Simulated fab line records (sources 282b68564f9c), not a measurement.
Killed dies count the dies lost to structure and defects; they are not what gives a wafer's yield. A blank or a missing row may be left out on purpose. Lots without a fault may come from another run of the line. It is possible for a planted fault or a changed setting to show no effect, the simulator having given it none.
fab line records	flow rit-cmos
[record] lots = 5	wafers = 15	last-day = 7
route steps=202 shown PRETRO@69 GATE@75 FOX2@80 M1@202
lots untouched by any fault: they come from a run of this same line in which no faults occurred
start-h: the number of hours between the record's first day and the start of the first shown wafer of the lot	wait-h: time in hours since the lot's previous step	" identical to the entry in the row above	L1.1+2: a single row standing in for several wafers	- either no value or no given start	* or withheld: withheld	< > ~ a bound
route shown NAME@n: a module of which the file shows steps, and the number in the route of the first	usual: the fault-free wafers' mean and standard deviation	same: alike in all rows	chamber/n: place in a boat	sites: per-site readings	_std_site: the standard deviation of these	_edge_site: outer sites' mean less inner sites'	radius-mm: for every site, how far away it sits from the centre of the wafer	mask NAME#n: copy n	behind: tool/chamber where the wafer was last shaped	hold: reason for holding the lot/hours on hold/outcome of the hold	device: whichever transistor did not switch (one of n, p or np)	end of line: the tests these same wafers got at the end of their route	a step with no rows: only its recipe	killed: dies that structure and defects cost at the first sort, which is not the same as the wafer's yield	map: the dies of a wafer, with x for killed, . for not killed, _ for no die there
set.NAME: the setting that was run; set.NAME@STEP: the one run at that earlier step	model.NAME: the simulator's own value behind a step, which no gauge read
lots at selected steps of the route; one table per step, one row per wafer
services: from which hour (start-h, from the record's first day; less than 0 if before it) a tool's chamber was out of use, for how many hours, and why
[[steps]]
[step RIT_PRETRO_DEVELOP_05]
[recipe] resist = NOVOLAK	develop-time-s = 68	dev-temp-c = 23
[step RIT_PRETRO_OVL_MEAS_06]
[usual] PRETRO_OVL = -1.1/1.3
lot.wafer	tool	chamber	start-h	wait-h	PRETRO_OVL[nm]
L154.1	overlay-02	-	51.64	-	0.0
L154.2	"	-	"	"	0.5
L154.5	"	-	"	"	0.5
L160.2	overlay-02	-	81.64	-	-0.5
L160.3	"	-	"	"	-0.3
L160.4	"	-	"	"	-1.5
L161.2	overlay-02	-	87.23	-	0.0
L161.4	"	-	"	"	-0.9
L161.5	"	-	"	"	-1.4
L162.1	overlay-01	-	92.20	-	0.2
L162.3	"	-	"	"	0.0
L162.6	"	-	"	"	1.1
L172.2	overlay-01	-	141.37	-	-1.9
L172.3	"	-	"	"	-1.4
L172.6	"	-	"	"	-0.7
[step RIT_PRETRO_HARDBAKE_07]
[recipe] resist = NOVOLAK	temp-c = 140	time-s = 120
[step RIT_PRETRO_IMPLANT_08]
[recipe] species = B	energy-kev = 45	dose-cm2 = 1.2e+13	tilt-deg = 7
[step RIT_PRETRO_STRIP_09]
[recipe] chemistry = O2	time-s = 180	resist = NOVOLAK	platen-temp-c = withheld	power-w = 500	pressure-mtorr = 4000	o2-flow-sccm = 4000
[usual] drypump-motor-current-A = 5.7/0.32	o2-flow-sccm = 4000/12
[same] time-s = 180
lot.wafer	tool	chamber	start-h	wait-h	drypump-motor-current-A	o2-flow-sccm	rf-hours-counter-h
L154.1	plasma-asher-01	0	52.08	0.1	6.1	4004	38
L154.2	"	1	"	"	5.3	3989	38
L154.5	"	0	"	"	6.1	4008	-
L160.2	plasma-asher-03	0	82.07	0.1	5.5	3993	41
L160.3	"	0	"	"	5.5	4036	-
L160.4	"	1	"	"	5.9	3987	-
L161.2	plasma-asher-02	0	87.66	0.1	5.3	3990	31
L161.4	"	1	"	"	5.9	4007	-
L161.5	"	0	"	"	5.3	4014	-
L162.1	plasma-asher-02	1	92.64	0.1	5.9	4004	32
L162.3	"	0	"	"	5.3	3998	-
L162.6	"	1	"	"	5.9	4011	-
L172.2	plasma-asher-01	1	141.80	0.1	5.3	3997	45
L172.3	"	0	"	"	6.1	3995	-
L172.6	"	1	"	"	5.3	4011	-
[step RIT_PRETRO_TW_MEAS_10]
[usual] PRETRO_TW = 470.9/2.4
lot.wafer	tool	chamber	start-h	wait-h	PRETRO_TW
L154.1	film-metro-02	-	52.25	0.1	466.6
L154.2	"	-	"	"	466.6
L154.5	"	-	"	"	466.7
L160.2	film-metro-02	-	82.26	0.1	473.0
L160.3	"	-	"	"	473.6
L160.4	"	-	"	"	471.7
L161.2	film-metro-02	-	87.85	0.1	471.8
L161.4	"	-	"	"	471.9
L161.5	"	-	"	"	471.3
L162.1	film-metro-02	-	92.81	0.1	471.4
L162.3	"	-	"	"	471.0
L162.6	"	-	"	"	472.3
L172.2	film-metro-02	-	141.99	0.1	474.2
L172.3	"	-	"	"	474.0
L172.6	"	-	"	"	472.1
[step RIT_GATE_WET_ETCH_00]
[recipe] chemistry = BOE	target = SiO2	target-depth-nm = 56	time-s = 60	dry = n2-spin	dilution = 10:1	temp-c = 21.5
[step RIT_GATE_CLEAN_01]
[recipe] chemistry = SC1	mix = 3:3:50	time-s = 600	temp-c = 75
[step RIT_GATE_CLEAN_02]
[recipe] chemistry = dHF	dilution = 50:1	time-s = 30
[step RIT_GATE_CLEAN_03]
[recipe] chemistry = SC2	mix = 3:3:50	time-s = 600	temp-c = 75	dry = n2-spin
[step RIT_GATE_CLEAN_04]
[recipe] chemistry = dHF	dilution = 50:1	time-s = 60	dry = n2-spin
[step RIT_FOX2_THK_MEAS_91]
[recipe] reads = SiO2_of_FOX2_OXIDATION_00
[usual] FIELD_OXIDE_LEFT_2_THK = 254/6.1
lot.wafer	tool	chamber	start-h	wait-h	FIELD_OXIDE_LEFT_2_THK[nm]
L154.1	film-metro-02	-	52.73	0.0	253
L154.2	"	-	"	"	258
L154.5	"	-	"	"	256
L160.2	film-metro-03	-	82.79	0.0	256
L160.3	"	-	"	"	258
L160.4	"	-	"	"	260
L161.2	film-metro-02	-	88.33	0.0	263
L161.4	"	-	"	"	261
L161.5	"	-	"	"	263
L162.1	film-metro-02	-	93.29	0.0	253
L162.3	"	-	"	"	252
L162.6	"	-	"	"	253
L172.2	film-metro-01	-	142.67	0.0	253
L172.3	"	-	"	"	262
L172.6	"	-	"	"	253
[step RIT_GATE_OXIDATION_05]
[recipe] temp-c = 900	ambient = O2	target-thk-a = 30	ox-time-s = 270
[usual] ox-temp-c = 900.0/0.43
lot.wafer	tool	chamber	start-h	wait-h	ox-temp-c	model.SiO2_of_GATE_OXIDATION_05.thk-nm
L154.1	furnace-01	0	52.79	0.1	899.6	2.993
L154.2	"	0	"	"	899.7	3.036
L154.5	"	0	"	"	899.4	3.032
L160.2	furnace-02	0	82.84	0.0	900.3	2.886
L160.3	"	0	"	"	899.9	2.939
L160.4	"	0	"	"	900.5	2.928
L161.2	furnace-03	0	89.33	1.0	899.8	3.137
L161.4	"	0	"	"	899.6	3.078
L161.5	"	0	"	"	899.8	3.09
L162.1	furnace-02	0	93.35	0.1	899.8	2.972
L162.3	"	0	"	"	899.8	2.98
L162.6	"	0	"	"	899.7	3.005
L172.2	furnace-01	0	142.72	0.0	899.4	3.138
L172.3	"	0	"	"	900.0	3.14
L172.6	"	0	"	"	899.8	3.109
[step RIT_GATE_ANNEAL_06]
[recipe] temp-c = 900	time-s = 600	ambient = N2O
[step RIT_M1_PROBE_99]
[usual] killed-at-contacts = 0.1/0.25	killed-at-front-end = 7/3.3	killed-dies = 7/3.3	killed-open = 3.6/2	killed-short = 3.6/2.1
[same] gross-dies = 264	killed_at_M0_to_M3 = 0	killed_at_M4_up = 0	killed-at-back-side = 0	killed-at-other = 0
lot.wafer	tool	chamber	start-h	wait-h	killed-at-contacts	killed-at-front-end	killed-dies	killed-open	killed-short	model.etest.pmos_0p3.r-on-ohm-um	model.etest.nmos_0p3.r-on-ohm-um	model.etest.nmos_0p15.drive-ua-um	model.etest.nmos-narrow.drive-ua-um	model.etest.nmos_0p3.drive-ua-um	model.etest.pmos_0p15.drive-ua-um	model.etest.pmos-turned.drive-ua-um	model.etest.pmos_0p3.drive-ua-um
L154.1	prober-01	-	79.50	0.1	0	6	6	3	3	6475	2192	451.4	230.6	227.7	236.6	174.1	97.96
L154.2	prober-01	-	79.55	0.1	0	7	7	3	4	6504	2185	452.2	226.9	226	239.8	176.7	97.84
L154.5	prober-01	-	79.70	0.2	0	5	5	4	1	6455	2187	457.7	228.6	226.8	240.2	178.9	97.98
L160.2	prober-01	-	108.59	0.1	0	10	10	5	5	6055	2130	471.5	227.3	232.1	268.5	191.8	107.2
L160.3	prober-01	-	108.64	0.2	0	10	10	2	8	6102	2135	479.3	223.8	227.5	271	199.8	105
L160.4	prober-01	-	108.69	0.2	1	7	8	4	4	6099	2119	475	223.6	230.7	264.3	189.8	105.2
L161.2	prober-02	-	115.65	0.1	0	5	5	2	3	6658	2228	448.2	216.7	215.9	233	170.7	93.46
L161.4	prober-02	-	115.75	0.2	0	13	13	5	8	6586	2180	451.6	223.1	220.8	237.4	176.7	95.55
L161.5	prober-02	-	115.80	0.2	0	11	11	6	5	6519	2203	459.5	219.5	221.4	240.7	180.2	96.56
L162.1	prober-01	-	117.49	0.1	0	5	5	3	2	6178	2127	478.9	231.7	228.3	264.4	196.5	103.7
L162.3	prober-01	-	117.59	0.2	0	4	4	2	2	6143	2122	470.1	227.7	227	262.6	199.1	103.7
L162.6	prober-01	-	117.74	0.2	0	9	9	4	5	6170	2131	480.2	229.3	228.3	266.6	201	103.3
L172.2	prober-01	-	169.21	0.1	0	8	8	5	3	6489	2234	451.2	217.3	211.4	245.8	182.5	94.91
L172.3	prober-01	-	169.26	0.2	0	9	9	2	7	6559	2253	457.1	212.4	210.6	246.8	185.1	94.49
L172.6	prober-01	-	169.41	0.2	1	4	5	2	3	6385	2217	450.7	214.3	212.2	246.4	186.8	97.17
// killed by level:class
L154.1 FOX1:geometric-particle:short=1 FOX2:geometric-particle:open=1 GATE:geometric-particle:short=1 GATE:geometric-particle:open=1 SPACER:geometric-particle:short=1 SILICIDE:geometric-particle:open=1
L154.2 GATE:geometric-particle:short=3 FOX2:geometric-particle:open=1 GATE:geometric-particle:open=1 SPACER:geometric-particle:open=1 SILICIDE:geometric-particle:short=1
L154.5 GATE:geometric-particle:open=2 FOX1:geometric-particle:open=1 GATE:geometric-particle:short=1 SILICIDE:geometric-particle:open=1
L160.2 FOX1:geometric-particle:short=2 GATE:geometric-particle:short=2 GATE:geometric-particle:open=2 REOX:geometric-particle:open=2 REOX:geometric-particle:short=1 SILICIDE:geometric-particle:open=1
L160.3 GATE:geometric-particle:short=5 FOX1:geometric-particle:short=1 GATE:geometric-particle:open=1 REOX:geometric-particle:short=1 REOX:geometric-particle:open=1 SILICIDE:geometric-particle:short=1
L160.4 GATE:geometric-particle:short=3 FOX1:geometric-particle:open=1 GATE:geometric-particle:open=1 REOX:geometric-particle:short=1 SILICIDE:geometric-particle:open=1 CONTACT:geometric-particle:open=1
L161.2 FOX1:geometric-particle:short=2 SILICIDE:geometric-particle:open=2 GATE:geometric-particle:short=1
L161.4 GATE:geometric-particle:short=4 FOX1:geometric-particle:open=3 SPACER:geometric-particle:short=2 GATE:geometric-particle:open=1 REOX:geometric-particle:short=1 REOX:geometric-particle:open=1 SILICIDE:geometric-particle:short=1
L161.5 SILICIDE:geometric-particle:short=3 GATE:geometric-particle:open=2 SPACER:geometric-particle:open=2 FOX1:geometric-particle:open=1 GATE:geometric-particle:short=1 SPACER:geometric-particle:short=1 SILICIDE:geometric-particle:open=1
L162.1 GATE:geometric-particle:open=2 FOX2:geometric-particle:open=1 GATE:geometric-particle:short=1 SPACER:geometric-particle:short=1
L162.3 FOX2:geometric-particle:short=2 GATE:geometric-particle:open=2
L162.6 SPACER:geometric-particle:short=3 GATE:geometric-particle:short=2 FOX1:geometric-particle:open=1 GATE:geometric-particle:open=1 SPACER:geometric-particle:open=1 SILICIDE:geometric-particle:open=1
L172.2 GATE:geometric-particle:open=2 SILICIDE:geometric-particle:open=2 FOX1:geometric-particle:short=1 REOX:geometric-particle:short=1 REOX:geometric-particle:open=1 SILICIDE:geometric-particle:short=1
L172.3 FOX2:geometric-particle:short=3 GATE:geometric-particle:short=2 FOX2:geometric-particle:open=1 GATE:geometric-particle:open=1 SPACER:geometric-particle:short=1 SILICIDE:geometric-particle:short=1
L172.6 SILICIDE:geometric-particle:short=2 GATE:geometric-particle:short=1 REOX:geometric-particle:open=1 CONTACT:geometric-particle:open=1
[[services]]
tool	chamber	start-h	hours	kind
furnace-03	-	28.93	3.3	pm
furnace-01	-	69.48	5.4	pm
furnace-01	-	77.43	2.6	pm
plasma-asher-01	-	111.34	10.6	repair
furnace-02	-	122.60	3.3	pm
plasma-asher-01	-	123.88	14.6	pm
[[key]]
first-sign none at tools or gauges
[model-effect] step = RIT_GATE_OXIDATION_05	value = SiO2_of_GATE_OXIDATION_05.thk-nm	without = 2.899	struck = 3.129
[model-effect] step = RIT_M1_PROBE_99	value = etest.pmos_0p3.r-on-ohm-um	without = 6077	struck = 6478
met-at RIT_GATE_OXIDATION_05
struck-wafers L172.2,L172.3,L172.6
tester-left-out L172
onset-between 52.79 142.72
also-fits time
[fault] kind = process-parameter-drift	tool = furnace-01	chamber = -	onset-h = 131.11	steps = RIT_GATE_OXIDATION_05	channel = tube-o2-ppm	offset = 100	shape = step	end-h = 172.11
// tester-left-out: of these lots the tester's yield and bins aren't shown, on N5 and GAA mostly nor the transistor test; their killed dies are dies lost to structure and defects alone, not to doping, threshold or leakage, so they don't give the yield
